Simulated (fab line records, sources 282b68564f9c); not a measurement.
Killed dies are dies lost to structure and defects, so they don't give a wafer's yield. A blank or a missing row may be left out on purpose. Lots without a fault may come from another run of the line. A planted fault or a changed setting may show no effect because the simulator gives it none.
Which tool did it? | flow rit_cmos | 14 lots, 42 wafers sampled, at 5 steps of a route of 202

WHAT THE GAUGES READ, wafer by wafer
RIT_ACTIVE_THK_MEAS_04.
lot  | measured    | on            | ACTIVE_NITRIDE_THK (nm)
L332 | day 1 13:32 | film_metro-03 | 150.6 151.4 150.1
L333 | day 1 18:32 | film_metro-03 | 147.1 147.8 148.5
L334 | day 1 23:32 | film_metro-03 | 149.1 150.2 151.3
L335 | day 2 04:32 | film_metro-02 | 151.4 152.1 151.1
L337 | day 2 14:32 | film_metro-03 | 149.3 148.7 149.0
L338 | day 2 19:33 | film_metro-03 | 149.8 148.4 148.8
L339 | day 3 02:31 | film_metro-03 | 150.3 149.9 150.6
L341 | day 3 10:32 | film_metro-04 | 150.4 150.0 149.6
L342 | day 3 15:32 | film_metro-03 | 150.8 152.8 151.1
L344 | day 4 02:34 | film_metro-03 | 150.8 150.4 150.5
L345 | day 4 06:48 | film_metro-04 | 150.7 150.8 150.4
L352 | day 5 17:53 | film_metro-02 | 148.0 148.2 149.9
L353 | day 5 23:03 | film_metro-03 | 148.7 148.6 148.1
L354 | day 6 03:32 | film_metro-04 | 149.5 148.5 150.1

RIT_ACTIVE_CD_MEAS_11: target cd 1400 nm.
lot  | measured    | on        | cd_nm (nm)
L332 | day 1 14:34 | cd_sem-01 | 1400.0 1401.4 1400.2
L333 | day 1 19:28 | cd_sem-01 | 1402.1 1404.2 1403.2
L334 | day 2 00:38 | cd_sem-01 | 1399.7 1397.4 1400.2
L335 | day 2 05:26 | cd_sem-01 | 1400.6 1399.0 1396.5
L337 | day 2 15:26 | cd_sem-02 | 1401.7 1402.7 1404.0
L338 | day 2 20:29 | cd_sem-01 | 1401.3 1404.2 1405.1
L339 | day 3 03:33 | cd_sem-02 | 1396.4 1397.0 1396.6
L341 | day 3 11:26 | cd_sem-01 | 1398.4 1399.7 1397.6
L342 | day 3 16:34 | cd_sem-01 | 1402.2 1401.3 1399.7
L344 | day 4 03:29 | cd_sem-02 | 1401.1 1402.4 1403.2
L345 | day 4 07:43 | cd_sem-01 | 1401.6 1403.0 1402.8
L352 | day 5 18:48 | cd_sem-01 | 1401.2 1400.9 1400.9
L353 | day 6 00:08 | cd_sem-01 | 1404.2 1401.4 1400.7
L354 | day 6 04:35 | cd_sem-01 | 1399.5 1402.4 1400.4

RIT_PLDD_TW_MEAS_10.
lot  | measured    | on            | PLDD_TW
L332 | day 2 19:05 | film_metro-04 | 2421 2411 2409
L333 | day 3 01:11 | film_metro-03 | 2372 2393 2372
L334 | day 3 09:44 | film_metro-04 | 2407 2421 2404
L335 | day 3 11:55 | film_metro-02 | 2388 2394 2387
L337 | day 3 21:19 | film_metro-03 | 2371 2385 2380
L338 | day 4 02:16 | film_metro-04 | 2395 2404 2400
L339 | day 4 11:29 | film_metro-04 | 2403 2399 2394
L341 | day 4 16:43 | film_metro-03 | 2369 2369 2372
L342 | day 4 22:01 | film_metro-03 | 2366 2359 2363
L344 | day 5 10:51 | film_metro-04 | 2412 2405 2411
L345 | day 5 17:25 | film_metro-04 | 2424 2422 2420
L352 | day 7 03:02 | film_metro-02 | 2653 2658 2669 2660 2664 2658
L353 | day 7 05:23 | film_metro-03 | 2662 2675 2669 2658 2666 2676
L354 | day 7 09:30 | film_metro-02 | 2391 2382 2394

RIT_SDANNEAL_RS_MEAS_06: measures by four-point-probe.
lot  | measured    | on            | PLDD_RS (ohm/sq)
L332 | day 3 01:57 | film_metro-04 | 177.9 178.1 178.3
L333 | day 3 08:07 | film_metro-03 | 178.3 178.9 178.3
L334 | day 3 16:02 | film_metro-03 | 177.8 177.9 177.6
L335 | day 3 18:19 | film_metro-04 | 177.1 177.7 177.5
L337 | day 4 03:31 | film_metro-04 | 177.2 177.9 177.6
L338 | day 4 09:49 | film_metro-03 | 177.6 177.5 177.4
L339 | day 4 18:28 | film_metro-04 | 177.8 178.1 178.0
L341 | day 4 23:54 | film_metro-04 | 177.5 177.1 177.5
L342 | day 5 04:37 | film_metro-04 | 178.3 178.4 178.1
L344 | day 5 18:14 | film_metro-04 | 177.8 177.9 178.1
L345 | day 6 00:44 | film_metro-02 | 177.0 177.5 177.2
L352 | day 7 16:59 | film_metro-04 | 156.9 156.0 156.3 156.9 156.2 156.2
L353 | day 7 15:36 | film_metro-04 | 156.5 155.5 155.9 156.4 155.7 155.8
L354 | day 7 16:39 | film_metro-02 | 178.5 178.2 178.4

WHICH TOOL RAN EACH LOT (tool, then ch and the chambers of the sampled wafers, then the start)
lot  | RIT_PLDD_IMPLANT_08
L332 | implanter-03 ch 0, day 2 18:46
L333 | implanter-01 ch 0, day 3 00:53
L334 | implanter-03 ch 0, day 3 09:25
L335 | implanter-03 ch 0, day 3 11:36
L337 | implanter-02 ch 0, day 3 21:00
L338 | implanter-03 ch 0, day 4 01:56
L339 | implanter-02 ch 0, day 4 11:09
L341 | implanter-03 ch 0, day 4 16:24
L342 | implanter-03 ch 0, day 4 21:41
L344 | implanter-01 ch 0, day 5 10:31
L345 | implanter-02 ch 0, day 5 17:06
L352 | implanter-03 ch 0, day 7 02:43
L353 | implanter-03 ch 0, day 7 05:07
L354 | implanter-02 ch 0, day 7 09:11
- RIT_PLDD_IMPLANT_08

WHAT THE TOOLS THEMSELVES READ (means of the sampled wafers that have a number; where no wafer has one, the mark that the record gives instead)
RIT_PLDD_IMPLANT_08.
lot  | tool         | dose_ions_cm2 | end_station_pressure_torr (Torr) | faraday_current_uA
L332 | implanter-03 | 9e+14         | 7.1e-06                          | 2816
L333 | implanter-01 | 9e+14         | 7.4e-06                          | 2834
L334 | implanter-03 | 9e+14         | 7.4e-06                          | 2858
L335 | implanter-03 | 9e+14         | 7.5e-06                          | 2788
L337 | implanter-02 | 9e+14         | 7.1e-06                          | 2775
L338 | implanter-03 | 9e+14         | 7.2e-06                          | 2793
L339 | implanter-02 | 9e+14         | 7.3e-06                          | 2777
L341 | implanter-03 | 9e+14         | 7.6e-06                          | 2801
L342 | implanter-03 | 9e+14         | 7.5e-06                          | 2823
L344 | implanter-01 | 9e+14         | 7.6e-06                          | 2789
L345 | implanter-02 | 9e+14         | 7.0e-06                          | 2821
L352 | implanter-03 | 1e+15         | 8.2e-06                          | 4475
L353 | implanter-03 | 1e+15         | 8.9e-06                          | 4539
L354 | implanter-02 | 9e+14         | 7.2e-06                          | 2816

THE ANSWER, worked out from the rows above alone
Rule: what is usual is taken from the lots themselves. Put in order of their means at a reading, lots are off if they are a third of the lots or fewer, leave a main group of 4 or more, and stand apart from it by a gap of 3 or more times the standard deviation of the main group's means; of several such gaps the widest counts. A main group whose means are all the same, to the digits that the tables above print for the reading, isn't used. A lot without any number at a reading at which 4 lots or more have one is off too. The other lots that the step has rows for count as sound. The gauges are gone through in route order, then the tools' own readings, and for those a lot's mean is taken as printed above. The first step at which some lot is off is used, and at that step the reading that is off furthest; a lot without a number counts as furthest.
Off: L352, L353, at RIT_PLDD_TW_MEAS_10 (PLDD_TW). The main group: mean 2394, standard deviation 18.
A tool fits if, at a process step before that reading, it ran every lot that is off, and no sound lot after the first of them. The gauges at RIT_PLDD_TW_MEAS_10 aren't tried: what is off there is off at RIT_SDANNEAL_RS_MEAS_06 too, on other tools, and a gauge's error can't cause that. One fits: implanter-03 at RIT_PLDD_IMPLANT_08. Its last sound lot is L342 (day 4 21:41), its first lot that is off L352 (day 7 02:43): a fault that began between those two fits.
The tool's own readings at RIT_PLDD_IMPLANT_08 bear it out: on the lots that are off they differ by more than 5 times the standard deviation of the sound lots' means. dose_ions_cm2 reads 1e+15 there against 9e+14 on the sound lots; end_station_pressure_torr reads 8.5e-06 Torr there against 7.3e-06 Torr on the sound lots; faraday_current_uA reads 4507 there against 2808 on the sound lots.

WHAT THE SIMULATOR HAD PUT IN
Process parameter drift: implanter-03, from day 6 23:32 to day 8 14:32, at RIT_PLDD_IMPLANT_08. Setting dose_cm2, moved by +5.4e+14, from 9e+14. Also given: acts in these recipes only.
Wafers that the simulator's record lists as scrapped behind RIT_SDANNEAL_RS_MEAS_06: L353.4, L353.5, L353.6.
Lots struck among those shown: L352, L353. The rule above found the same.
